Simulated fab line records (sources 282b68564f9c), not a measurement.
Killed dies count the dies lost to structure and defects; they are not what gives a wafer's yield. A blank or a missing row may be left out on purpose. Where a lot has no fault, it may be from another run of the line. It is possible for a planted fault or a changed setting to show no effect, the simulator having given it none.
Tool commonality check :: flow rit cmos :: Sampled: 16 lots, 48 wafers

WHY IT WAS OPENED
RIT_PLDD_TW_MEAS_10, reading PLDD_TW: flagged on 4 of 16 lots. No-fault wafers: 2328, standard deviation 13.
Rule: a lot is flagged in two cases, either no wafer of it has a number, or all its wafers with numbers fall more than 4 standard deviations from that mean. All remaining lots are regarded as sound.

lot: L541
measured: day 3 14:35
on: film metro-04
PLDD_TW, wafer by wafer: 2304 2294 2309
flag: 

lot: L542
measured: day 3 14:50
on: film metro-03
PLDD_TW, wafer by wafer: 2340 2321 2325
flag: 

lot: L544
measured: day 4 04:34
on: film metro-01
PLDD_TW, wafer by wafer: 2350 2346 2356
flag: 

lot: L545
measured: day 4 09:56
on: film metro-04
PLDD_TW, wafer by wafer: 2319 2316 2325
flag: 

lot: L546
measured: day 4 15:31
on: film metro-04
PLDD_TW, wafer by wafer: 2328 2323 2325
flag: 

lot: L547
measured: day 4 19:24
on: film metro-04
PLDD_TW, wafer by wafer: 2331 2314 2330
flag: 

lot: L548
measured: day 4 23:29
on: film metro-04
PLDD_TW, wafer by wafer: 2329 2313 2329
flag: 

lot: L550
measured: day 5 09:29
on: film metro-04
PLDD_TW, wafer by wafer: 2329 2323 2330
flag: 

lot: L551
measured: day 5 12:44
on: film metro-04
PLDD_TW, wafer by wafer: 2327 2323 2324
flag: 

lot: L552
measured: day 5 17:23
on: film metro-03
PLDD_TW, wafer by wafer: 2335 2320 2327
flag: 

lot: L553
measured: day 5 23:33
on: film metro-04
PLDD_TW, wafer by wafer: 2321 2333 2317
flag: 

lot: L555
measured: day 6 06:08
on: film metro-04
PLDD_TW, wafer by wafer: 2342 2335 2324
flag: 

lot: L557
measured: day 6 16:32
on: film metro-01
PLDD_TW, wafer by wafer: 2965 2979 2974
flag: FLAGGED

lot: L558
measured: day 6 16:46
on: film metro-04
PLDD_TW, wafer by wafer: 2964 2961 2970
flag: FLAGGED

lot: L559
measured: day 6 22:22
on: film metro-04
PLDD_TW, wafer by wafer: 2970 2951 2961
flag: FLAGGED

lot: L560
measured: day 7 06:02
on: film metro-04
PLDD_TW, wafer by wafer: 2941 2942 2933
flag: FLAGGED
The numbers of the flagged lots are 2959 on average: +631 against the usual, or +49 standard deviations.

LOT BY LOT: THE TOOL USED
The record keeps 1 process step preceding the reading, out of 202 steps on the route. Every cell lists first the tool, next ch and the chambers used by the sampled wafers, and last the start.
lot: L541
flag: 
RIT_PLDD_IMPLANT_08: implanter-04 ch 0, day 3 14:19

lot: L542
flag: 
RIT_PLDD_IMPLANT_08: implanter-03 ch 0, day 3 14:32

lot: L544
flag: 
RIT_PLDD_IMPLANT_08: implanter-04 ch 0, day 4 04:15

lot: L545
flag: 
RIT_PLDD_IMPLANT_08: implanter-04 ch 0, day 4 09:37

lot: L546
flag: 
RIT_PLDD_IMPLANT_08: implanter-02 ch 0, day 4 15:13

lot: L547
flag: 
RIT_PLDD_IMPLANT_08: implanter-03 ch 0, day 4 19:05

lot: L548
flag: 
RIT_PLDD_IMPLANT_08: implanter-02 ch 0, day 4 23:10

lot: L550
flag: 
RIT_PLDD_IMPLANT_08: implanter-04 ch 0, day 5 09:11

lot: L551
flag: 
RIT_PLDD_IMPLANT_08: implanter-02 ch 0, day 5 12:25

lot: L552
flag: 
RIT_PLDD_IMPLANT_08: implanter-03 ch 0, day 5 17:04

lot: L553
flag: 
RIT_PLDD_IMPLANT_08: implanter-03 ch 0, day 5 23:14

lot: L555
flag: 
RIT_PLDD_IMPLANT_08: implanter-04 ch 0, day 6 05:51

lot: L557
flag: FLAGGED
RIT_PLDD_IMPLANT_08: implanter-04 ch 0, day 6 16:13

lot: L558
flag: FLAGGED
RIT_PLDD_IMPLANT_08: implanter-02 ch 0, day 6 16:26

lot: L559
flag: FLAGGED
RIT_PLDD_IMPLANT_08: implanter-04 ch 0, day 6 22:02

lot: L560
flag: FLAGGED
RIT_PLDD_IMPLANT_08: implanter-04 ch 0, day 7 05:43
These steps, and what they do:
- RIT_PLDD_IMPLANT_08
- RIT_PLDD_TW_MEAS_10

FLAGGED AGAINST TOTAL, ONE TOOL AT A TIME (gauges that did the reading follow at the end)
step: RIT_PLDD_IMPLANT_08
tool: implanter-02
lots run: 4
flagged: 1
share of the flagged lots: some
sound lots run after its first flagged lot: 0

step: RIT_PLDD_IMPLANT_08
tool: implanter-03
lots run: 4
flagged: 0
share of the flagged lots: none
sound lots run after its first flagged lot: -

step: RIT_PLDD_IMPLANT_08
tool: implanter-04
lots run: 8
flagged: 3
share of the flagged lots: some
sound lots run after its first flagged lot: 0

step: RIT_PLDD_TW_MEAS_10
tool: film metro-01
lots run: 2
flagged: 1
share of the flagged lots: some
sound lots run after its first flagged lot: 0

step: RIT_PLDD_TW_MEAS_10
tool: film metro-03
lots run: 2
flagged: 0
share of the flagged lots: none
sound lots run after its first flagged lot: -

step: RIT_PLDD_TW_MEAS_10
tool: film metro-04
lots run: 12
flagged: 3
share of the flagged lots: some
sound lots run after its first flagged lot: 0

WHAT IS ALLOWED BY THE TABLE
No row of the table ran every flagged lot.

WHAT THE SIMULATOR PUT IN
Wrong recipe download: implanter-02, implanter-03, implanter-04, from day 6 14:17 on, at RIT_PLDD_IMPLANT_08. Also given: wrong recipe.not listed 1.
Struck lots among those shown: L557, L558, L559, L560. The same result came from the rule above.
